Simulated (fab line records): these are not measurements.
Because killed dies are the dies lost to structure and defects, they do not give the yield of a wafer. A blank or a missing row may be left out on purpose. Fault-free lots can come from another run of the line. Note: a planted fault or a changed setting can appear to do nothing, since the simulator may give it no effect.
fab line records | flow berkeleyCmos170
record: lots: 5 wafers: 23
route steps=331 shown PVT@122 GATE@125 FIELD@126 PLDD@153 NLDD@162 NSD@195 SDANNEAL@205
startH: the number of hours between the record's first day and the start of the first shown wafer of the lot | waitH: time in hours since the lot's previous step | " identical to the entry in the row above | L1.1+2: one row covering several wafers at once | - either no value or no given start | * or withheld: withheld | < > ~ a bound
route shown NAME@n: names a module that has steps shown in the file, with the first one's number in the route | usual: mean/standard deviation taken from wafers without a fault | same: alike in all rows | chamber/n: place in a boat | sites: readings site by site | _std_site: standard deviation across them | _edge_site: outer sites' mean less inner sites' | radiusMm: for every site, how far away it sits from the centre of the wafer | mask NAME#n: copy n | behind: the most recent tool/chamber to have shaped the wafer | hold: why the lot was held/for how many hours/how that ended | device: whichever transistor did not switch (one of n, p or np) | end of line: tests of these same wafers at the route's end | a step given without rows: its recipe and nothing more | killed: not the wafer's yield, but the dies lost to structure and defects at the first sort | map: shows each die of a wafer: x if killed, . if not, _ if none is there
set.NAME: setting as actually run; set.NAME@STEP: the setting as run at that earlier step | model.NAME: the simulator's own value behind a step, which no gauge read
lots run with intentionally changed settings; tables by step, rows by wafer
== steps ==
step: UCB170_PVT_IMPLANT_07
recipe: species: P doseCm2: 2e+12 energyKev: 30 tiltDeg: 7
columns lot.wafer tool chamber startH waitH set.doseCm2
L075.1+4+5 implanter-03 0 139.11 0.0 2e+12
L075.2+3 " 0 " " 2.102e+12
L079.1+2+6 implanter-03 0 157.31 0.0 2e+12
L079.3+4 " 0 " " 1.871e+12
L080.2+3+4 implanter-04 0 169.24 0.0 2e+12
L081.1+4+5 implanter-02 0 180.74 0.0 2.147e+12
L081.3+6 " 0 " " 2e+12
L082.1+2+4+5+6 implanter-02 0 189.26 0.0 2e+12
step: UCB170_PVT_STRIP_08
recipe: chemistry: O2 powerW: 400 pressureMtorr: 3500 platenTempC: withheld o2FlowSccm: 400 overashFraction: 0.5
step: UCB170_PVT_TW_MEAS_09
usual: PVT_TW: 509/4.7
columns lot.wafer tool chamber startH waitH set.doseCm2@PVT_IMPLANT_07 PVT_TW
L075.1 filmMetro-01 - 139.36 0.1 2e+12 511
L075.2 " - " " 2.102e+12 517
L075.3 " - " " 2.102e+12 519
L075.4 " - " " 2e+12 513
L075.5 " - " " 2e+12 513
L079.1 filmMetro-01 - 157.56 0.1 2e+12 513
L079.2 " - " " 2e+12 512
L079.3 " - " " 1.871e+12 500
L079.4 " - " " 1.871e+12 500
L079.6 " - " " 2e+12 512
L080.2 filmMetro-01 - 169.48 0.1 2e+12 514
L080.3 " - " " 2e+12 510
L080.4 " - " " 2e+12 515
L081.1 filmMetro-03 - 180.99 0.1 2.147e+12 511
L081.3 " - " " 2e+12 503
L081.4 " - " " 2.147e+12 510
L081.5 " - " " 2.147e+12 510
L081.6 " - " " 2e+12 500
L082.1 filmMetro-04 - 189.51 0.1 2e+12 508
L082.2 " - " " 2e+12 509
L082.4 " - " " 2e+12 508
L082.5 " - " " 2e+12 508
L082.6 " - " " 2e+12 511
step: UCB170_GATE_WET_ETCH_00
recipe: chemistry: dHF dilution: 25:1 target: SiO2 tempC: 25 timeS: 196.8
step: UCB170_FIELD_THK_MEAS_91
recipe: reads: SiO2_of_FIELD_OXIDATION_01
usual: FIELD_OXIDE_LEFT_2_THK: 347/8.4
columns lot.wafer tool chamber startH waitH set.tempC@FIELD_OXIDATION_01 FIELD_OXIDE_LEFT_2_THK[nm]
L075.1 filmMetro-04 - 139.48 0.0 981.9 274
L075.2 " - " " 981.9 288
L075.3 " - " " 981.9 279
L075.4 " - " " 981.9 289
L075.5 " - " " 981.9 292
L079.1 filmMetro-04 - 157.68 0.0 991.5 329
L079.2 " - " " 991.5 315
L079.3 " - " " 991.5 328
L079.4 " - " " 991.5 322
L079.6 " - " " 991.5 329
L080.2 filmMetro-01 - 169.60 0.0 1000 332
L080.3 " - " " 1000 344
L080.4 " - " " 1000 341
L081.1 filmMetro-01 - 181.12 0.0 1000 329
L081.3 " - " " 1000 332
L081.4 " - " " 1000 331
L081.5 " - " " 1000 337
L081.6 " - " " 1000 339
L082.1 filmMetro-01 - 189.64 0.0 1021 421
L082.2 " - " " 1021 418
L082.4 " - " " 1021 424
L082.5 " - " " 1021 417
L082.6 " - " " 1021 417
step: UCB170_GATE_CVD_04
recipe: material: poly-Si tempC: 610 precursor: SiH4 timeS: 1440 pressureMtorr: 375 targetThkNm: 214 sih4FlowSccm: 120
columns lot.wafer tool chamber startH waitH set.sih4FlowSccm model.poly-Si_of_GATE_CVD_04.thkNm
L075.1 - - - 0.0 114.1 199.8
L075.2 " - " " 114.1 201
L075.3 " - " " 114.1 200.5
L075.4 " - " " 114.1 201.3
L075.5 " - " " 114.1 201.1
L079.1 - - - 0.4 126.3 225.6
L079.2 " - " " 126.3 224.2
L079.3 " - " " 126.3 225.2
L079.4 " - " " 126.3 222.5
L079.6 " - " " 126.3 224.9
L080.2+3 lpcvd-01 0 183.93 0.0 120 211.4
L080.4 " 0 " " 120 213.4
L081.1 - - - 0.5 126 225.2
L081.3 " - " " 126 225.1
L081.4 " - " " 126 224.5
L081.5 " - " " 126 226.3
L081.6 " - " " 126 226.2
L082.1 - - - 0.0 120 211.6
L082.2 " - " " 120 210
L082.4+5 " - " " 120 211
L082.6 " - " " 120 213.9
step: UCB170_GATE_THK_MEAS_05
recipe: reads: poly-Si_of_GATE_CVD_04
usual: GATE_POLY_THK: 212.8/1.6
columns lot.wafer tool chamber startH waitH set.sih4FlowSccm@GATE_CVD_04 GATE_POLY_THK[nm]
L075.1 filmMetro-01 - - - 114.1 199.8
L075.2 " - " " 114.1 200.9
L075.3 " - " " 114.1 200.5
L075.4 " - " " 114.1 201.1
L075.5 " - " " 114.1 201.0
L079.1 filmMetro-02 - - - 126.3 225.7
L079.2 " - " " 126.3 224.1
L079.3 " - " " 126.3 225.0
L079.4 " - " " 126.3 222.4
L079.6 " - " " 126.3 224.8
L080.2 filmMetro-04 - 185.34 0.0 120 211.2
L080.3 " - " " 120 211.5
L080.4 " - " " 120 213.5
L081.1 filmMetro-01 - - - 126 225.0
L081.3 " - " " 126 225.3
L081.4 " - " " 126 224.3
L081.5 " - " " 126 226.1
L081.6 " - " " 126 226.3
L082.1 filmMetro-01 - - - 120 211.6
L082.2 " - " " 120 210.1
L082.4 " - " " 120 211.1
L082.5 " - " " 120 211.1
L082.6 " - " " 120 214.0
step: UCB170_GATE_EXPOSE_09
recipe: maskId: POLY targetCdNm: 350 na: 0.5 sigmaOuter: 0.6 sourceShape: conventional doseMj: 21
columns lot.wafer tool chamber startH waitH mask set.doseMj
L075.1+2+5 krfScanner-02 0 153.42 - POLY#0 20
L075.3+4 " 0 " " POLY#0 21
L079.1+2 krfScanner-02 0 174.88 - POLY#0 19.54
L079.3+4+6 " 0 " " POLY#0 21
L080.2+3+4 krfScanner-01 0 185.99 - POLY#0 21
L081.1+3+4+5+6 krfScanner-02 0 197.82 - POLY#0 21
L082.1+2+5 krfScanner-02 0 206.25 - POLY#0 21
L082.4+6 " 0 " " POLY#0 20.32
step: UCB170_GATE_PEB_10
recipe: pebTempC: 130 pebTimeS: withheld resist: KrF
step: UCB170_GATE_DEVELOP_11
recipe: developer: TMAH developTimeS: 45 resist: KrF devTempC: 21
step: UCB170_GATE_CD_MEAS_12
recipe: targetCdNm: 350
usual: cdNm: 350.0/1.7
columns lot.wafer tool chamber startH waitH set.doseMj@GATE_EXPOSE_09 cdNm
L075.1 cdSem-01 - 153.81 - 20 356.9
L075.2 " - " " 20 357.0
L075.3 " - " " 21 348.9
L075.4 " - " " 21 348.7
L075.5 " - " " 20 357.3
L079.1 cdSem-02 - 175.27 - 19.54 363.5
L079.2 " - " " 19.54 363.7
L079.3 " - " " 21 351.8
L079.4 " - " " 21 351.8
L079.6 " - " " 21 350.8
L080.2 cdSem-01 - 186.38 - 21 349.0
L080.3 " - " " 21 348.6
L080.4 " - " " 21 350.2
L081.1 cdSem-02 - 198.21 - 21 350.9
L081.3 " - " " 21 352.0
L081.4 " - " " 21 351.4
L081.5 " - " " 21 350.5
L081.6 " - " " 21 351.6
L082.1 cdSem-01 - 206.98 - 21 350.3
L082.2 " - " " 21 350.4
L082.4 " - " " 20.32 357.1
L082.5 " - " " 21 350.9
L082.6 " - " " 20.32 356.9
step: UCB170_GATE_ETCH_14
recipe: chemistry: N2/H2 targetDepthA: withheld overetchA: withheld target: BARC timeS: withheld sourceW: 500 biasW: 100 pressureMtorr: 30 n2FlowSccm: 100 h2FlowSccm: 200
step: UCB170_GATE_ETCH_15
recipe: chemistry: HBr/Cl2 target: poly-Si stopOn: SiO2 overEtchFrac: 0.3 icpW: 300 biasW: 150 timeS: 56.3 pressureMtorr: 15 HBr_flow_sccm: 150 Cl2_flow_sccm: 50 targetDepthA: 2782
columns lot.wafer tool chamber startH waitH set.sih4FlowSccm@GATE_CVD_04 set.doseMj@GATE_EXPOSE_09 model.GATE.cdNm model.GATE.featureDepthNm model.etch.depthNm
L075.1 rieSi-02 1 154.01 - 114.1 20 357.6 199.8 199.8
L075.2 " 3 " " 114.1 20 357 201 201
L075.3 " 0 " " 114.1 21 349.4 200.5 200.5
L075.4 " 2 " " 114.1 21 348.5 201.3 201.3
L075.5 " 1 " " 114.1 20 357.1 201.1 201.1
L079.1 rieSi-02 2 175.47 - 126.3 19.54 363.5 225.6 225.6
L079.2 " 0 " " 126.3 19.54 364.7 224.2 -
L079.3 " 1 " " 126.3 21 352 225.2 -
L079.4 " 3 " " 126.3 21 352.1 222.5 222.5
L079.6 " 2 " " 126.3 21 350.4 224.9 -
L080.2 rieSi-01 1 186.56 - 120 21 350.2 211.5 211.4
L080.3 " 3 " " 120 21 348.4 211.4 211.4
L080.4 " 0 " " 120 21 349.9 213.5 213.4
L081.1 rieSi-02 0 198.41 - 126 21 350.9 225.2 225.2
L081.3 " 1 " " 126 21 350.8 225.1 225.1
L081.4 " 3 " " 126 21 351.3 224.5 224.5
L081.5 " 1 " " 126 21 350.1 226.3 226.3
L081.6 " 2 " " 126 21 350.4 226.3 226.2
L082.1 rieSi-01 2 207.18 - 120 21 349.1 211.6 -
L082.2 " 1 " " 120 21 351.1 210.1 -
L082.4 " 3 " " 120 20.32 356.4 211 -
L082.5 " 3 " " 120 21 351.5 211 211
L082.6 " 0 " " 120 20.32 356.5 214 -
step: UCB170_GATE_STRIP_16
recipe: chemistry: O2 powerW: 400 pressureMtorr: 3500 platenTempC: withheld o2FlowSccm: 400 overashFraction: 0.5
step: UCB170_GATE_CD_MEAS_90
recipe: targetCdNm: 350
usual: cdNm: 350.1/1.6
columns lot.wafer tool chamber startH waitH set.doseMj@GATE_EXPOSE_09 cdNm
L075.1 cdSem-01 - 154.16 0.1 20 357.7
L075.2 " - " " 20 357.3
L075.3 " - " " 21 349.4
L075.4 " - " " 21 348.5
L075.5 " - " " 20 357.2
L079.1 cdSem-02 - 175.62 0.1 19.54 363.6
L079.2 " - " " 19.54 364.7
L079.3 " - " " 21 352.1
L079.4 " - " " 21 352.0
L079.6 " - " " 21 350.5
L080.2 cdSem-02 - 186.73 0.1 21 350.4
L080.3 " - " " 21 348.3
L080.4 " - " " 21 350.0
L081.1 cdSem-01 - 198.56 0.1 21 350.9
L081.3 " - " " 21 350.6
L081.4 " - " " 21 351.0
L081.5 " - " " 21 350.3
L081.6 " - " " 21 350.2
L082.1 cdSem-01 - 207.32 0.1 21 349.4
L082.2 " - " " 21 350.9
L082.4 " - " " 20.32 356.4
L082.5 " - " " 21 351.4
L082.6 " - " " 20.32 356.5
step: UCB170_PLDD_IMPLANT_08
recipe: species: BF2 doseCm2: 5e+13 energyKev: 10 tiltDeg: 7 rotationDeg: 0
columns lot.wafer tool chamber startH waitH set.doseCm2
L075.1+3+5 implanter-03 0 156.25 0.0 4.741e+13
L075.2+4 " 0 " " 5e+13
L079.1+3+6 implanter-03 0 177.36 0.0 5.134e+13
L079.2+4 " 0 " " 5e+13
L080.2+3+4 implanter-01 0 189.57 0.0 5e+13
L081.1+4 implanter-01 0 200.05 0.0 5e+13
L081.3+5+6 " 0 " " 4.754e+13
L082.1+2+4+5+6 implanter-03 0 208.79 0.0 5e+13
step: UCB170_NLDD_PEB_04
recipe: pebTempC: 130 pebTimeS: withheld resist: KrF
columns lot.wafer tool chamber startH waitH set.pebTempC
L075.1+2+3 lithoTrack-02 0 157.45 0.1 130
L075.4+5 " 0 " " 128.5
L079.1+4+6 lithoTrack-03 0 179.50 0.6 130
L079.2+3 " 0 " " 128.9
L080.2+3+4 lithoTrack-02 0 190.99 0.2 130
L081.1+3+4+5+6 lithoTrack-02 0 201.39 0.1 130
L082.1+6 lithoTrack-03 0 210.47 0.4 130
L082.2+4+5 " 0 " " 131.7
step: UCB170_NLDD_DEVELOP_05
recipe: developer: TMAH developTimeS: 45 resist: KrF devTempC: 21
step: UCB170_NLDD_CD_MEAS_06
recipe: targetCdNm: 1200
usual: cdNm: 1200.1/1.2
columns lot.wafer tool chamber startH waitH set.pebTempC@NLDD_PEB_04 cdNm
L075.1 cdSem-02 - 157.73 - 130 1200.9
L075.2 " - " " 130 1199.8
L075.3 " - " " 130 1200.4
L075.4 " - " " 128.5 1190.5
L075.5 " - " " 128.5 1190.5
L079.1 cdSem-02 - 179.77 - 130 1199.7
L079.2 " - " " 128.9 1191.5
L079.3 " - " " 128.9 1193.1
L079.4 " - " " 130 1200.4
L079.6 " - " " 130 1200.5
L080.2 cdSem-02 - 191.26 - 130 1196.0
L080.3 " - " " 130 1198.5
L080.4 " - " " 130 1196.1
L081.1 cdSem-02 - 201.66 - 130 1201.6
L081.3 " - " " 130 1200.1
L081.4 " - " " 130 1200.7
L081.5 " - " " 130 1200.4
L081.6 " - " " 130 1200.3
L082.1 cdSem-01 - 210.74 - 130 1200.1
L082.2 " - " " 131.7 1210.4
L082.4 " - " " 131.7 1210.2
L082.5 " - " " 131.7 1210.4
L082.6 " - " " 130 1198.7
step: UCB170_NLDD_IMPLANT_09
recipe: species: As doseCm2: 5e+13 energyKev: 30 tiltDeg: 7 rotationDeg: 180
columns lot.wafer tool chamber startH waitH set.energyKev model.implant.rpNm model.implant.drpNm
L075.1+2 implanter-01 0 158.03 0.1 29.17 20.69 9.417
L075.3+4+5 " 0 " " 30 21.14 9.611
L079.1+2+3+4+6 implanter-03 0 180.08 0.1 30 21.13 9.611
L080.2+3+4 implanter-03 0 191.57 0.1 30 21.71 9.611
L081.1+6 implanter-03 0 201.97 0.1 30 21.75 9.611
L081.3+4+5 " 0 " " 28.43 20.88 9.243
L082.1+4 implanter-01 0 211.05 0.1 30 20.92 9.611
L082.2+5+6 " 0 " " 31 21.45 9.844
step: UCB170_NSD_IMPLANT_08
recipe: species: P doseCm2: 3e+15 energyKev: 40 tiltDeg: 7
columns lot.wafer tool chamber startH waitH set.doseCm2
L075.1+2+4 implanter-03 0 169.64 0.0 3e+15
L075.3+5 " 0 " " 3.065e+15
L079.1+3+4 implanter-04 0 191.79 0.0 2.788e+15
L079.2+6 " 0 " " 3e+15
L080.2+3+4 implanter-03 0 203.60 0.0 3e+15
L081.1+3 implanter-02 0 211.74 0.0 3.074e+15
L081.4+5+6 " 0 " " 3e+15
L082.1+2+4+5+6 implanter-04 0 222.70 0.0 3e+15
step: UCB170_NSD_STRIP_09
recipe: chemistry: O2 powerW: 400 pressureMtorr: 3500 platenTempC: withheld o2FlowSccm: 400 overashFraction: 0.5
usual: stripTimeToEndpointS: 35.80/0.071
columns lot.wafer tool chamber startH waitH set.doseCm2@NSD_IMPLANT_08 stripTimeToEndpointS
L075.1 plasmaAsher-04 1 169.79 0.1 3e+15 35.75
L075.2 " 0 " " 3e+15 35.78
L075.3 " 0 " " 3.065e+15 35.99
L075.4 " 1 " " 3e+15 35.68
L075.5 " 0 " " 3.065e+15 35.98
L079.1 plasmaAsher-02 0 191.94 0.1 2.788e+15 35.13
L079.2 " 1 " " 3e+15 35.88
L079.3 " 1 " " 2.788e+15 35.19
L079.4 " 0 " " 2.788e+15 35.16
L079.6 " 1 " " 3e+15 35.85
L080.2 plasmaAsher-01 1 203.73 0.1 3e+15 35.80
L080.3 " 1 " " 3e+15 35.79
L080.4 " 0 " " 3e+15 35.75
L081.1 plasmaAsher-04 0 211.89 0.1 3.074e+15 35.98
L081.3 " 0 " " 3.074e+15 36.01
L081.4 " 1 " " 3e+15 35.72
L081.5 " 0 " " 3e+15 35.71
L081.6 " 1 " " 3e+15 35.71
L082.1 plasmaAsher-02 1 222.85 0.1 3e+15 35.70
L082.2 " 0 " " 3e+15 35.79
L082.4 " 0 " " 3e+15 35.71
L082.5 " 1 " " 3e+15 35.78
L082.6 " 0 " " 3e+15 35.78
step: UCB170_NSD_CLEAN_11
recipe: chemistry: SPM tempC: 120 timeS: 600
step: UCB170_SDANNEAL_RTA_01
recipe: tempC: 1050 timeS: 5 ambient: N2
step: UCB170_SDANNEAL_RS_MEAS_03
recipe: thkMeasGauge: four-point-probe
usual: NSD_RS: 37.32/0.13
columns lot.wafer tool chamber startH waitH set.doseCm2@NSD_IMPLANT_08 NSD_RS[ohm/sq]
L075.1 filmMetro-02 - 171.34 0.1 3e+15 37.18
L075.2 " - " " 3e+15 37.25
L075.3 " - " " 3.065e+15 36.84
L075.4 " - " " 3e+15 37.29
L075.5 " - " " 3.065e+15 36.94
L079.1 filmMetro-03 - 193.56 0.1 2.788e+15 38.65
L079.2 " - " " 3e+15 37.32
L079.3 " - " " 2.788e+15 38.75
L079.4 " - " " 2.788e+15 38.69
L079.6 " - " " 3e+15 37.35
L080.2 filmMetro-02 - 205.07 0.1 3e+15 37.42
L080.3 " - " " 3e+15 37.32
L080.4 " - " " 3e+15 37.45
L081.1 filmMetro-02 - 215.17 0.1 3.074e+15 36.96
L081.3 " - " " 3.074e+15 37.10
L081.4 " - " " 3e+15 37.50
L081.5 " - " " 3e+15 37.43
L081.6 " - " " 3e+15 37.52
L082.1 filmMetro-02 - 224.54 0.1 3e+15 37.46
L082.2 " - " " 3e+15 37.34
L082.4 " - " " 3e+15 37.39
L082.5 " - " " 3e+15 37.30
L082.6 " - " " 3e+15 37.41
step: UCB170_SDANNEAL_RS_MEAS_04
recipe: thkMeasGauge: four-point-probe
usual: PLDD_RS: 1022.2/2.2
columns lot.wafer tool chamber startH waitH set.doseCm2@PLDD_IMPLANT_08 PLDD_RS[ohm/sq]
L075.1 filmMetro-02 - 171.46 0.1 4.741e+13 1042.9
L075.2 " - " " 5e+13 1022.5
L075.3 " - " " 4.741e+13 1041.8
L075.4 " - " " 5e+13 1021.7
L075.5 " - " " 4.741e+13 1045.0
L079.1 filmMetro-03 - 193.68 0.1 5.134e+13 1011.4
L079.2 " - " " 5e+13 1023.9
L079.3 " - " " 5.134e+13 1009.1
L079.4 " - " " 5e+13 1024.1
L079.6 " - " " 5.134e+13 1011.3
L080.2 filmMetro-02 - 205.19 0.1 5e+13 1024.0
L080.3 " - " " 5e+13 1021.2
L080.4 " - " " 5e+13 1021.1
L081.1 filmMetro-02 - 215.29 0.1 5e+13 1023.6
L081.3 " - " " 4.754e+13 1043.0
L081.4 " - " " 5e+13 1025.6
L081.5 " - " " 4.754e+13 1044.5
L081.6 " - " " 4.754e+13 1042.4
L082.1 filmMetro-02 - 224.66 0.1 5e+13 1021.3
L082.2 " - " " 5e+13 1025.9
L082.4 " - " " 5e+13 1024.0
L082.5 " - " " 5e+13 1021.2
L082.6 " - " " 5e+13 1023.9
== key ==
split: step: UCB170_PVT_IMPLANT_07 setting: doseCm2 stated: 2e+12 by: wafer
response: step: UCB170_PVT_TW_MEAS_09 reading: PVT_TW change: +1.46 per: 1% r: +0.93
split: step: UCB170_GATE_CVD_04 setting: sih4FlowSccm stated: 120 by: lot
response: step: UCB170_GATE_CVD_04 reading: model.poly-Si_of_GATE_CVD_04.thkNm change: +2.44 per: 1% r: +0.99
response: step: UCB170_GATE_THK_MEAS_05 reading: GATE_POLY_THK change: +2.43 per: 1% r: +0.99
response: step: UCB170_GATE_ETCH_15 reading: model.GATE.featureDepthNm change: +2.44 per: 1% r: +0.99
response: step: UCB170_GATE_ETCH_15 reading: model.etch.depthNm change: +2.44 per: 1% r: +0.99
split: step: UCB170_GATE_EXPOSE_09 setting: doseMj stated: 21 by: wafer
response: step: UCB170_GATE_CD_MEAS_12 reading: cdNm change: -1.77 per: 1% r: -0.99
response: step: UCB170_GATE_ETCH_15 reading: model.GATE.cdNm change: -1.79 per: 1% r: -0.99
response: step: UCB170_GATE_CD_MEAS_90 reading: cdNm change: -1.81 per: 1% r: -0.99
split: step: UCB170_PLDD_IMPLANT_08 setting: doseCm2 stated: 5e+13 by: wafer
response: step: UCB170_SDANNEAL_RS_MEAS_04 reading: PLDD_RS change: -4.07 per: 1% r: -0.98
split: step: UCB170_NLDD_PEB_04 setting: pebTempC stated: 130 by: wafer
response: step: UCB170_NLDD_CD_MEAS_06 reading: cdNm change: +8.62 per: 1% r: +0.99
split: step: UCB170_NLDD_IMPLANT_09 setting: energyKev stated: 30 by: wafer
response: step: UCB170_NLDD_IMPLANT_09 reading: model.implant.rpNm change: +0.164 per: 1% r: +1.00
response: step: UCB170_NLDD_IMPLANT_09 reading: model.implant.drpNm change: +0.0702 per: 1% r: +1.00
split: step: UCB170_NSD_IMPLANT_08 setting: doseCm2 stated: 3e+15 by: wafer
response: step: UCB170_NSD_STRIP_09 reading: stripTimeToEndpointS change: * per: 1% r: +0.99
response: step: UCB170_SDANNEAL_RS_MEAS_03 reading: NSD_RS change: -0.189 per: 1% r: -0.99
split outsideThisFile step=UCB170_FIELD_OXIDATION_01 setting=tempC
split outsideThisFile: this setting was split too, and the file shows its column; the key of that split is in another file
